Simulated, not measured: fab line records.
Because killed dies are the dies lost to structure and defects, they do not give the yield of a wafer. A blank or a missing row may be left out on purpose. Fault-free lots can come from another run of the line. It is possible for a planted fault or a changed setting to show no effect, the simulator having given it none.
fab line records + flow rit-cmos
record
- lots=6
- wafers=18
- last-day=7
route steps=202 shown PWELL@49 WELLDRIVE@50 NWELL@51 NRETRO@53 PRETRO@64 M1@202
lots with no fault: from the same line, run without faults
start-h: hours from the record's first day to the start of the lot's first wafer shown + wait-h: time in hours since the lot's previous step + " the same as in the row above + L1.1+2: several wafers, shown together as one row + - no value, or no start was given + * or withheld: withheld + < > ~ a bound
route shown NAME@n: NAME is a module with steps in the file, n the number in the route of the first one + usual: mean/standard deviation of fault-free wafers + same: alike in all rows + chamber/n: place in a boat + sites: the reading at each site + _std_site: their standard deviation + _edge_site: the outer-site mean with the inner-site mean subtracted + radius-mm: for every site, how far away it sits from the centre of the wafer + mask NAME#n: copy n + behind: the tool/chamber that last shaped the wafer + hold: what put the lot on hold/how long, in hours/how the hold closed + device: the transistor (n, p or np) that didn't switch + end of line: tests of these same wafers at the route's end + where a step has no rows: the recipe by itself + killed: dies lost to structure and defects at the first sort, not the wafer's yield + map: a wafer's dies, marking killed ones x, the rest . and places with no die _
set.NAME: the setting that was run; set.NAME@STEP: the one run at that earlier step + model.NAME: the simulator's own value behind a step, which no gauge read
a table for each step, a row for each wafer; lots at some steps of the route
services: a tool's chamber out of use, with start hour (start-h, from the record's first day; less than 0 if before it), hours out, and reason
## steps
# step RIT_PWELL_TW_MEAS_10
# usual
- PWELL_TW=946/4.6
| lot.wafer | tool          | chamber | start-h | wait-h | PWELL_TW |
|-----------|---------------|---------|---------|--------|----------|
| L891.2    | film-metro-01 | -       | 37.97   | 0.1    | 944      |
| L891.3    | "             | -       | "       | "      | 952      |
| L891.6    | "             | -       | "       | "      | 946      |
| L894.1    | film-metro-01 | -       | 52.78   | 0.1    | 938      |
| L894.3    | "             | -       | "       | "      | 944      |
| L894.5    | "             | -       | "       | "      | 945      |
| L904.1    | film-metro-01 | -       | 104.48  | 0.1    | 947      |
| L904.3    | "             | -       | "       | "      | 941      |
| L904.4    | "             | -       | "       | "      | 940      |
| L905.2    | film-metro-01 | -       | 109.36  | 0.1    | 940      |
| L905.3    | "             | -       | "       | "      | 941      |
| L905.4    | "             | -       | "       | "      | 939      |
| L907.1    | film-metro-01 | -       | 118.00  | 0.1    | 939      |
| L907.4    | "             | -       | "       | "      | 948      |
| L907.5    | "             | -       | "       | "      | 946      |
| L909.3    | film-metro-04 | -       | 129.07  | 0.1    | 953      |
| L909.5    | "             | -       | "       | "      | 950      |
| L909.6    | "             | -       | "       | "      | 944      |
# step RIT_WELLDRIVE_ANNEAL_00
# recipe
- temp-c=1100
- time-s=14700
- ambient=N2
# step RIT_WELLDRIVE_RS_MEAS_01
# recipe
- thk-meas-gauge=four-point-probe
# usual
- NWELL_RS=275.5/0.74
| lot.wafer | tool          | chamber | start-h | wait-h | NWELL_RS[ohm/sq] |
|-----------|---------------|---------|---------|--------|------------------|
| L891.2    | film-metro-04 | -       | 43.55   | 0.0    | 274.6            |
| L891.3    | "             | -       | "       | "      | 274.2            |
| L891.6    | "             | -       | "       | "      | 274.4            |
| L894.1    | film-metro-01 | -       | 57.92   | 0.0    | 274.8            |
| L894.3    | "             | -       | "       | "      | 275.0            |
| L894.5    | "             | -       | "       | "      | 274.4            |
| L904.1    | film-metro-01 | -       | 110.44  | 0.0    | 275.4            |
| L904.3    | "             | -       | "       | "      | 274.8            |
| L904.4    | "             | -       | "       | "      | 275.2            |
| L905.2    | film-metro-01 | -       | 114.52  | 0.0    | 275.7            |
| L905.3    | "             | -       | "       | "      | 274.5            |
| L905.4    | "             | -       | "       | "      | 274.8            |
| L907.1    | film-metro-02 | -       | 123.34  | 0.0    | 275.7            |
| L907.4    | "             | -       | "       | "      | 274.5            |
| L907.5    | "             | -       | "       | "      | 275.6            |
| L909.3    | film-metro-01 | -       | 134.81  | 0.0    | 275.6            |
| L909.5    | "             | -       | "       | "      | 276.1            |
| L909.6    | "             | -       | "       | "      | 276.5            |
# step RIT_WELLDRIVE_RS_MEAS_02
# recipe
- thk-meas-gauge=four-point-probe
# usual
- PWELL_RS=429.3/1.4
| lot.wafer | tool          | chamber | start-h | wait-h | PWELL_RS[ohm/sq] |
|-----------|---------------|---------|---------|--------|------------------|
| L891.2    | film-metro-04 | -       | 43.67   | 0.1    | 425.6            |
| L891.3    | "             | -       | "       | "      | 424.3            |
| L891.6    | "             | -       | "       | "      | 426.3            |
| L894.1    | film-metro-01 | -       | 58.04   | 0.1    | 430.3            |
| L894.3    | "             | -       | "       | "      | 430.1            |
| L894.5    | "             | -       | "       | "      | 430.5            |
| L904.1    | film-metro-01 | -       | 110.56  | 0.1    | 429.2            |
| L904.3    | "             | -       | "       | "      | 429.8            |
| L904.4    | "             | -       | "       | "      | 430.5            |
| L905.2    | film-metro-01 | -       | 114.64  | 0.1    | 430.8            |
| L905.3    | "             | -       | "       | "      | 430.5            |
| L905.4    | "             | -       | "       | "      | 430.2            |
| L907.1    | film-metro-02 | -       | 123.46  | 0.1    | 428.9            |
| L907.4    | "             | -       | "       | "      | 427.7            |
| L907.5    | "             | -       | "       | "      | 430.0            |
| L909.3    | film-metro-01 | -       | 134.93  | 0.1    | 431.9            |
| L909.5    | "             | -       | "       | "      | 430.5            |
| L909.6    | "             | -       | "       | "      | 431.3            |
# step RIT_NRETRO_HMDS_00
# recipe
- prime-time-s=60
- prime-temp-c=140
# step RIT_NRETRO_COAT_01
# recipe
- resist=NOVOLAK
- spin-rpm=2000
- resist-thk-nm=1300
# step RIT_NRETRO_SOFTBAKE_02
# recipe
- resist=NOVOLAK
- temp-c=90
- time-s=60
# step RIT_NRETRO_EXPOSE_03
# recipe
- mask-id=M4
- na=0.57
- target-cd-nm=43900
- dose-mj=250
# step RIT_NRETRO_PEB_04
# recipe
- resist=NOVOLAK
- temp-c=withheld
- time-s=withheld
# step RIT_NRETRO_DEVELOP_05
# recipe
- resist=NOVOLAK
- develop-time-s=68
- dev-temp-c=23
# step RIT_NRETRO_OVL_MEAS_06
# usual
- NRETRO_OVL=0.6/1.5
| lot.wafer | tool       | chamber | start-h | wait-h | NRETRO_OVL[nm] |
|-----------|------------|---------|---------|--------|----------------|
| L891.2    | overlay-01 | -       | 44.78   | -      | 0.8            |
| L891.3    | "          | -       | "       | "      | -0.5           |
| L891.6    | "          | -       | "       | "      | 0.1            |
| L894.1    | overlay-02 | -       | 59.04   | -      | 0.3            |
| L894.3    | "          | -       | "       | "      | 2.8            |
| L894.5    | "          | -       | "       | "      | 1.2            |
| L904.1    | overlay-01 | -       | 111.56  | -      | 2.4            |
| L904.3    | "          | -       | "       | "      | 1.2            |
| L904.4    | "          | -       | "       | "      | 3.3            |
| L905.2    | overlay-01 | -       | 115.62  | -      | 1.6            |
| L905.3    | "          | -       | "       | "      | 1.2            |
| L905.4    | "          | -       | "       | "      | -0.4           |
| L907.1    | overlay-01 | -       | 124.46  | -      | 1.6            |
| L907.4    | "          | -       | "       | "      | 1.1            |
| L907.5    | "          | -       | "       | "      | 0.5            |
| L909.3    | overlay-02 | -       | 135.90  | -      | -2.9           |
| L909.5    | "          | -       | "       | "      | -0.1           |
| L909.6    | "          | -       | "       | "      | -0.9           |
# step RIT_NRETRO_HARDBAKE_07
# recipe
- resist=NOVOLAK
- temp-c=140
- time-s=120
# step RIT_NRETRO_IMPLANT_08
# recipe
- species=P
- energy-kev=70
- dose-cm2=1e+13
- tilt-deg=7
# usual
- beam-energy-keV=69.996/0.023
- beam-on-s=10.02/0.21
| lot.wafer | tool         | chamber | start-h | wait-h | beam-energy-keV | beam-on-s | model.implant.rp-nm | model.implant.drp-nm |
|-----------|--------------|---------|---------|--------|-----------------|-----------|---------------------|----------------------|
| L891.2    | implanter-01 | 0       | 45.16   | 0.2    | 69.980          | 10.14     | 84.64               | 33.94                |
| L891.3    | "            | 0       | "       | "      | 69.989          | 9.81      | 84.64               | 33.94                |
| L891.6    | "            | 0       | "       | "      | 69.950          | 9.91      | 84.64               | 33.94                |
| L894.1    | implanter-03 | 0       | 59.33   | 0.2    | 69.997          | 9.94      | 84.62               | 33.94                |
| L894.3    | "            | 0       | "       | "      | 69.990          | 9.70      | 84.62               | 33.94                |
| L894.5    | "            | 0       | "       | "      | 69.975          | 9.87      | 84.62               | 33.94                |
| L904.1    | implanter-03 | 0       | 111.84  | 0.2    | 65.922          | 10.19     | 77.89               | 32.24                |
| L904.3    | "            | 0       | "       | "      | 65.901          | 9.99      | 77.89               | 32.24                |
| L904.4    | "            | 0       | "       | "      | 65.909          | 10.08     | 77.89               | 32.24                |
| L905.2    | implanter-03 | 0       | 115.93  | 0.2    | 65.900          | 10.25     | 79.8                | 32.24                |
| L905.3    | "            | 0       | "       | "      | 65.905          | 9.72      | 79.8                | 32.24                |
| L905.4    | "            | 0       | "       | "      | 65.909          | 10.11     | 79.8                | 32.24                |
| L907.1    | implanter-02 | 0       | 124.75  | 0.2    | 70.020          | 9.79      | 85.52               | 33.94                |
| L907.4    | "            | 0       | "       | "      | 69.994          | 9.92      | 85.52               | 33.94                |
| L907.5    | "            | 0       | "       | "      | 70.024          | 10.19     | 85.52               | 33.94                |
| L909.3    | implanter-01 | 0       | 136.23  | 0.2    | 70.007          | 10.11     | 85.49               | 33.94                |
| L909.5    | "            | 0       | "       | "      | 70.013          | 10.07     | 85.49               | 33.94                |
| L909.6    | "            | 0       | "       | "      | 70.045          | 9.93      | 85.49               | 33.94                |
# step RIT_NRETRO_STRIP_09
# recipe
- chemistry=O2
- time-s=180
- resist=NOVOLAK
- platen-temp-c=withheld
- power-w=500
- pressure-mtorr=4000
- o2-flow-sccm=4000
# usual
- drypump-motor-current-A=5.6/0.32
| lot.wafer | tool            | chamber | start-h | wait-h | drypump-motor-current-A | rf-hours-counter-h |
|-----------|-----------------|---------|---------|--------|-------------------------|--------------------|
| L891.2    | plasma-asher-04 | 1       | 45.29   | 0.1    | 5.3                     | 41                 |
| L891.3    | "               | 1       | "       | "      | 5.3                     | -                  |
| L891.6    | "               | 1       | "       | "      | 5.3                     | -                  |
| L894.1    | plasma-asher-02 | 0       | 59.48   | 0.1    | 6.2                     | 43                 |
| L894.3    | "               | 0       | "       | "      | 6.2                     | -                  |
| L894.5    | "               | 0       | "       | "      | 6.2                     | -                  |
| L904.1    | plasma-asher-03 | 1       | 111.99  | 0.1    | 5.5                     | 34                 |
| L904.3    | "               | 1       | "       | "      | 5.5                     | -                  |
| L904.4    | "               | 0       | "       | "      | 5.6                     | -                  |
| L905.2    | plasma-asher-04 | 0       | 116.05  | 0.1    | 6.0                     | 49                 |
| L905.3    | "               | 1       | "       | "      | 5.3                     | -                  |
| L905.4    | "               | 0       | "       | "      | 6.0                     | -                  |
| L907.1    | plasma-asher-04 | 1       | 124.90  | 0.1    | 5.3                     | 50                 |
| L907.4    | "               | 0       | "       | "      | 6.0                     | -                  |
| L907.5    | "               | 1       | "       | "      | 5.3                     | -                  |
| L909.3    | plasma-asher-04 | 1       | 136.39  | 0.1    | 5.3                     | -                  |
| L909.5    | "               | 0       | "       | "      | 6.0                     | -                  |
| L909.6    | "               | 1       | "       | "      | 5.3                     | -                  |
# step RIT_NRETRO_TW_MEAS_10
# usual
- NRETRO_TW=1050/5
| lot.wafer | tool          | chamber | start-h | wait-h | NRETRO_TW |
|-----------|---------------|---------|---------|--------|-----------|
| L891.2    | film-metro-02 | -       | 45.47   | 0.1    | 1053      |
| L891.3    | "             | -       | "       | "      | 1055      |
| L891.6    | "             | -       | "       | "      | 1051      |
| L894.1    | film-metro-04 | -       | 59.65   | 0.1    | 1054      |
| L894.3    | "             | -       | "       | "      | 1062      |
| L894.5    | "             | -       | "       | "      | 1051      |
| L904.1    | film-metro-03 | -       | 112.17  | 0.1    | 1034      |
| L904.3    | "             | -       | "       | "      | 1036      |
| L904.4    | "             | -       | "       | "      | 1035      |
| L905.2    | film-metro-03 | -       | 116.24  | 0.1    | 1035      |
| L905.3    | "             | -       | "       | "      | 1034      |
| L905.4    | "             | -       | "       | "      | 1036      |
| L907.1    | film-metro-02 | -       | 125.07  | 0.1    | 1043      |
| L907.4    | "             | -       | "       | "      | 1046      |
| L907.5    | "             | -       | "       | "      | 1046      |
| L909.3    | film-metro-03 | -       | 136.52  | 0.1    | 1050      |
| L909.5    | "             | -       | "       | "      | 1049      |
| L909.6    | "             | -       | "       | "      | 1045      |
# step RIT_PRETRO_HMDS_00
# recipe
- prime-time-s=60
- prime-temp-c=140
# step RIT_M1_PROBE_99
# usual
- killed-at-contacts=0.0/0.22
- killed-at-front-end=7/3.1
- killed-dies=7/3.1
- killed-open=3.5/2.2
- killed-short=3.3/1.9
# same
- gross-dies=264
- killed_at_M0_to_M3=0
- killed_at_M4_up=0
- killed-at-back-side=0
- killed-at-other=0
| lot.wafer | tool      | chamber | start-h | wait-h | killed-at-contacts | killed-at-front-end | killed-dies | killed-open | killed-short |
|-----------|-----------|---------|---------|--------|--------------------|---------------------|-------------|-------------|--------------|
| L894.1    | prober-01 | -       | 88.63   | 0.1    | 0                  | 9                   | 9           | 5           | 4            |
| L894.3    | prober-01 | -       | 88.73   | 0.2    | 0                  | 9                   | 9           | 5           | 4            |
| L894.5    | prober-01 | -       | 88.83   | 0.2    | 0                  | 9                   | 9           | 3           | 6            |
| L907.1    | prober-02 | -       | 154.56  | 0.1    | 1                  | 3                   | 4           | 3           | 1            |
| L907.4    | prober-02 | -       | 154.71  | 0.2    | 0                  | 5                   | 5           | 1           | 4            |
| L907.5    | prober-02 | -       | 154.76  | 0.2    | 0                  | 4                   | 4           | 2           | 2            |
# killed by level:class
L894.1 GATE:geometric-particle:short=2 GATE:geometric-particle:open=2 SILICIDE:geometric-particle:open=2 FOX2:geometric-particle:short=1 REOX:geometric-particle:open=1 SILICIDE:geometric-particle:short=1
L894.3 GATE:geometric-particle:open=2 GATE:geometric-particle:short=2 FOX2:geometric-particle:open=1 REOX:geometric-particle:open=1 SPACER:geometric-particle:open=1 SPACER:geometric-particle:short=1 SILICIDE:geometric-particle:short=1
L894.5 FOX2:geometric-particle:short=3 GATE:geometric-particle:open=3 FOX1:geometric-particle:short=1 GATE:geometric-particle:short=1 REOX:geometric-particle:short=1
L907.1 SPACER:geometric-particle:open=1 SILICIDE:geometric-particle:open=1 SILICIDE:geometric-particle:short=1 CONTACT:geometric-particle:open=1
L907.4 SILICIDE:geometric-particle:short=2 FOX1:geometric-particle:short=1 FOX2:geometric-particle:open=1 GATE:geometric-particle:short=1
L907.5 GATE:geometric-particle:open=2 GATE:geometric-particle:short=1 SILICIDE:geometric-particle:short=1
## services
| tool            | chamber | start-h | hours | kind       |
|-----------------|---------|---------|-------|------------|
| implanter-02    | -       | 22.78   | 11.7  | repair     |
| implanter-03    | -       | 30.22   | 1.1   | repair     |
| implanter-01    | -       | 38.01   | 2.9   | repair     |
| implanter-03    | -       | 79.07   | 1.1   | repair     |
| plasma-asher-02 | -       | 80.01   | 1.5   | repair     |
| plasma-asher-04 | -       | 99.22   | 2.8   | pm         |
| plasma-asher-02 | -       | 108.75  | 9.0   | pm         |
| plasma-asher-02 | 0       | 108.75  | 9.0   | vent-cycle |
| plasma-asher-02 | 1       | 108.75  | 9.0   | vent-cycle |
| implanter-01    | -       | 108.82  | 1.0   | repair     |
| implanter-01    | -       | 113.45  | 3.3   | repair     |
| plasma-asher-03 | -       | 114.53  | 2.8   | pm         |
| plasma-asher-02 | 0       | 117.75  | -     | clean      |
| plasma-asher-02 | 1       | 117.75  | -     | clean      |
| implanter-01    | -       | 124.49  | 5.1   | repair     |
## key
first-sign
- step=RIT_NRETRO_IMPLANT_08
- reading=beam-energy-keV
- direction=down
- sigmas=99+
- usual=69.996
- struck=65.908
effect
- step=RIT_NRETRO_TW_MEAS_10
- reading=NRETRO_TW
- direction=down
- sigmas=3
- usual=1050
- struck=1035
model-effect
- step=RIT_NRETRO_IMPLANT_08
- value=implant.rp-nm
- without=83.88
- struck=78.85
met-at RIT_NRETRO_IMPLANT_08
struck-wafers L904.1,L904.3,L904.4,L905.2,L905.3,L905.4
tester-left-out L904,L905
onset-between 59.33 111.84
fault
- kind=process-parameter-drift
- tool=implanter-03
- chamber=-
- onset-h=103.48
- steps=RIT_NRETRO_IMPLANT_08
- channel=energy-kev
- offset=-4.0922
- shape=step
- end-h=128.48
- acts-in=these-recipes-only
- stated=70
# tester-left-out: of these lots the tester's yield and bins aren't shown, on N5 and GAA mostly nor the transistor test; their killed dies are dies lost to structure and defects alone, not to doping, threshold or leakage, so they don't give the yield
